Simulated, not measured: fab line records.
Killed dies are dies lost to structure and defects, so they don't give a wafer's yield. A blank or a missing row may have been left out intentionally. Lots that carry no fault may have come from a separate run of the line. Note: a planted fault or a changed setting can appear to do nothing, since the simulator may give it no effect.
fab line records    flow ritCmos
[record] lots = 14  wafers = 42  lastDay = 7
route steps=202 shown ACTIVE@14
lots that met no fault: from a run of the same line without faults
startH: hours from the record's first day to the start of the lot's first wafer shown    waitH: how many hours have passed since the lot's step before this one    " as in the row above    L1.1+2: several wafers, shown together as one row    - no value, or no start was given    * or withheld: withheld    < > ~ a bound
route shown NAME@n: names a module that has steps shown in the file, with the first one's number in the route    usual: mean/standard deviation of fault-free wafers    same: alike in all rows    chamber/n: place in a boat    sites: the reading at each site    _std_site: standard deviation across them    _edge_site: inner sites' mean taken away from outer sites' mean    radiusMm: how far each site lies from the wafer's centre    mask NAME#n: copy n    behind: the most recent tool/chamber to have shaped the wafer    hold: why the lot went on hold/how many hours it stayed there/how the hold came to an end    device: the n, p or np transistor that did not switch    end of line: at the end of the route, the tests of the same wafers    a step given without rows: its recipe and nothing more    killed: count of dies lost to structure and defects at first sort (not the wafer's yield)    map: the dies of a wafer, with x for killed, . for not killed, _ for no die there
set.NAME: setting as actually run; set.NAME@STEP: the setting as run at that earlier step    model.NAME: the simulator's own value behind a step, which no gauge read
steps of the route over a sample of lots; a table a step, a row a wafer
services: from which hour (startH, from the record's first day; less than 0 if before it) a tool's chamber was out of use, for how many hours, and why
[[steps]]
[step RIT_ACTIVE_ETCH_13]
[recipe] stopOn = SiO2  chemistry = SF6  target = Si3N4  timeS = 210  overEtchFrac = 0.4  SF6_flow_sccm = 200  pressureMtorr = 260  rfW = 125  targetDepthA = 2100
[usual] SF6_flow_sccm = 200.0/0.58  chamberPressureMTorr = 260.01/0.24  drypumpMotorCurrentA = 5.8/0.52  oesProductAu = 0.815/0.014  rfFwdPowerW = 124.6/0.41  throttleValvePct = 7.41/0.099  timeS = 210/0
lot.wafer  tool        chamber  startH  waitH  SF6_flow_sccm  chamberPressureMTorr  drypumpMotorCurrentA  oesProductAu  rfFwdPowerW  rfHoursCounterH  throttleValvePct  timeS
L125.2     rieDiel-01  0        14.71   0.1    200.2          260.11                5.8                   0.836         124.7        128              7.38              210
L125.3     "           1        "       "      199.0          260.01                6.1                   0.828         125.1        169              7.54              210
L125.5     "           1        "       "      199.7          259.65                6.1                   0.838         124.5        -                7.54              210
L126.3     rieDiel-02  0        20.12   0.1    201.0          260.25                6.0                   0.806         124.8        117              7.40              210
L126.5     "           2        "       "      200.4          259.91                5.2                   0.799         125.0        -                7.30              210
L126.6     "           1        "       "      199.6          259.94                6.0                   0.806         124.7        -                7.33              210
L128.1     rieDiel-04  3        29.83   0.1    201.0          259.97                5.8                   0.796         123.9        84               7.65              210
L128.5     "           3        "       "      199.8          260.57                5.8                   0.801         124.5        -                7.67              210
L128.6     "           0        "       "      200.1          259.98                6.3                   0.806         125.3        -                7.49              210
L129.4     rieDiel-01  1        34.83   0.1    199.5          260.22                6.1                   0.835         124.4        170              7.52              210
L129.5     "           3        "       "      200.6          260.06                4.7                   0.802         124.5        -                7.42              210
L129.6     "           0        "       "      200.5          259.95                5.8                   0.844         124.0        -                7.38              210
L132.1     rieDiel-01  2        49.83   0.1    199.1          260.19                6.6                   0.815         124.2        51               7.36              210
L132.2     "           3        "       "      200.9          260.13                4.7                   0.800         125.8        34               7.42              210
L132.4     "           0        "       "      200.0          259.69                5.8                   0.837         124.3        129              7.40              210
L135.1     rieDiel-04  2        65.52   0.1    -              -                     -                     -             -            -                -                 -
L135.3     "           0        "       "      -              -                     -                     -             -            -                -                 -
L135.5     "           0        "       "      -              -                     -                     -             -            -                -                 -
L136.1     rieDiel-02  3        69.74   0.1    -              -                     -                     -             -            -                -                 -
L136.5     "           1        "       "      -              -                     -                     -             -            -                -                 -
L136.6     "           2        "       "      -              -                     -                     -             -            -                -                 -
L137.2     rieDiel-01  3        74.71   0.1    200.1          260.26                4.7                   0.795         125.1        35               7.42              210
L137.4     "           3        "       "      199.9          259.97                4.7                   0.801         124.7        -                7.43              210
L137.5     "           0        "       "      198.7          260.01                5.8                   0.837         124.3        -                7.39              210
L138.1     rieDiel-04  3        79.90   0.1    200.2          260.00                5.8                   0.817         124.9        85               7.67              210
L138.5     "           3        "       "      200.2          260.25                5.9                   0.805         125.5        -                7.66              210
L138.6     "           0        "       "      199.5          260.03                6.4                   0.809         125.0        -                7.46              210
L139.1     rieDiel-02  0        84.71   0.1    200.5          259.82                5.9                   0.822         123.9        118              7.39              210
L139.4     "           3        "       "      200.1          259.80                5.2                   0.809         124.8        3                7.52              210
L139.6     "           2        "       "      199.5          260.48                5.2                   0.807         125.0        -                7.30              210
L145.1     rieDiel-02  2        114.71  0.1    201.1          260.27                5.2                   0.807         124.5        6                7.30              210
L145.2     "           3        "       "      200.2          260.24                5.2                   0.816         125.1        3                7.53              210
L145.6     "           0        "       "      199.8          260.38                5.9                   0.826         124.1        -                7.42              210
L146.1     rieDiel-02  1        121.26  0.1    199.8          259.92                6.0                   0.807         124.5        69               7.30              210
L146.3     "           3        "       "      200.0          259.73                5.2                   0.803         124.2        3                7.54              210
L146.6     "           2        "       "      198.1          260.58                5.2                   0.805         124.9        -                7.31              210
L147.1     rieDiel-04  2        124.71  0.1    200.5          260.38                5.7                   0.822         124.7        109              7.33              210
L147.4     "           3        "       "      199.9          260.34                5.9                   0.810         124.9        85               7.66              210
L147.6     "           2        "       "      199.3          259.86                5.8                   0.824         123.8        -                7.31              210
L148.3     rieDiel-04  1        129.83  0.1    200.6          259.94                6.3                   0.808         124.2        20               7.32              210
L148.4     "           3        "       "      200.1          260.10                5.8                   0.806         124.4        85               7.65              210
L148.6     "           1        "       "      200.0          260.08                6.3                   0.812         124.2        -                7.31              210
[step RIT_ACTIVE_CD_MEAS_90]
[recipe] targetCdNm = 1400
[usual] cdNm = 1399.2/2.3
lot.wafer  tool      chamber  startH  waitH  cdNm
L125.2     cdSem-02  -        15.04   0.1    1398.7
L125.3     "         -        "       "      1400.2
L125.5     "         -        "       "      1402.1
L126.3     cdSem-02  -        20.47   0.1    1398.5
L126.5     "         -        "       "      1401.0
L126.6     "         -        "       "      1399.4
L128.1     cdSem-01  -        30.14   0.1    1401.5
L128.5     "         -        "       "      1399.9
L128.6     "         -        "       "      1401.5
L129.4     cdSem-01  -        35.20   0.1    1400.0
L129.5     "         -        "       "      1402.4
L129.6     "         -        "       "      1399.8
L132.1     cdSem-02  -        50.14   0.1    1397.9
L132.2     "         -        "       "      1401.1
L132.4     "         -        "       "      1399.5
L135.1     cdSem-01  -        65.83   0.1    -
L135.3     "         -        "       "      -
L135.5     "         -        "       "      -
L136.1     cdSem-02  -        70.05   0.1    -
L136.5     "         -        "       "      -
L136.6     "         -        "       "      -
L137.2     cdSem-01  -        75.04   0.1    1395.6
L137.4     "         -        "       "      1397.7
L137.5     "         -        "       "      1397.9
L138.1     cdSem-02  -        80.21   0.1    1399.4
L138.5     "         -        "       "      1401.5
L138.6     "         -        "       "      1402.1
L139.1     cdSem-01  -        85.02   0.1    1398.2
L139.4     "         -        "       "      1397.1
L139.6     "         -        "       "      1396.1
L145.1     cdSem-01  -        115.02  0.1    1400.8
L145.2     "         -        "       "      1397.7
L145.6     "         -        "       "      1402.0
L146.1     cdSem-02  -        121.57  0.1    1395.1
L146.3     "         -        "       "      1394.1
L146.6     "         -        "       "      1396.4
L147.1     cdSem-01  -        125.02  0.1    1399.0
L147.4     "         -        "       "      1401.9
L147.6     "         -        "       "      1401.2
L148.3     cdSem-01  -        130.18  0.1    1400.6
L148.4     "         -        "       "      1400.2
L148.6     "         -        "       "      1398.6
[[services]]
tool        chamber  startH  hours  kind
rieDiel-01  3        4.00    14.9   repair
rieDiel-02  -        37.46   14.6   pm
rieDiel-01  -        42.55   0.4    repair
rieDiel-02  2        52.72   4.6    repair
rieDiel-01  1        55.66   -      clean
rieDiel-01  1        55.66   24.1   scheduledDown
rieDiel-01  1        55.66   24.1   ventCycle
rieDiel-01  3        63.31   4.3    repair
rieDiel-04  3        64.87   3.3    repair
rieDiel-02  2        75.81   2.2    repair
rieDiel-01  -        89.55   1.4    repair
rieDiel-04  -        95.78   2.8    pm
rieDiel-01  1        97.98   8.9    repair
rieDiel-02  -        108.23  2.8    pm
rieDiel-02  -        121.50  1.7    repair
[[key]]
[firstSign] step = RIT_ACTIVE_ETCH_13  reading = toolRecord  direction = missing
[effect] step = RIT_ACTIVE_CD_MEAS_90  reading = cdNm  direction = missing
metAt RIT_ACTIVE_ETCH_13
struckLots L135,L136
laterRowsLeftOut L135.1,L135.3,L135.5,L136.1,L136.5,L136.6
sortLeftOut L135.1,L135.3,L135.5,L136.1,L136.5,L136.6
testerLeftOut L135,L136
onsetBetween 29.83 65.52
[fault] kind = skippedStepWhole  tool = rieDiel-02,rieDiel-04  chamber = -  onsetH = 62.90  steps = RIT_ACTIVE_ETCH_13  scope = struckLotsOnly
// testerLeftOut: of these lots the tester's yield and bins aren't shown, on N5 and GAA mostly nor the transistor test; their killed dies are dies lost to structure and defects alone, not to doping, threshold or leakage, so they don't give the yield
// sortLeftOut: the simulated sort isn't trusted on such a fault, so these wafers' sort isn't shown, and their yield isn't known
// laterRowsLeftOut: the simulator's readings of these wafers behind a module that went badly wrong aren't trusted and aren't shown, but for the sort
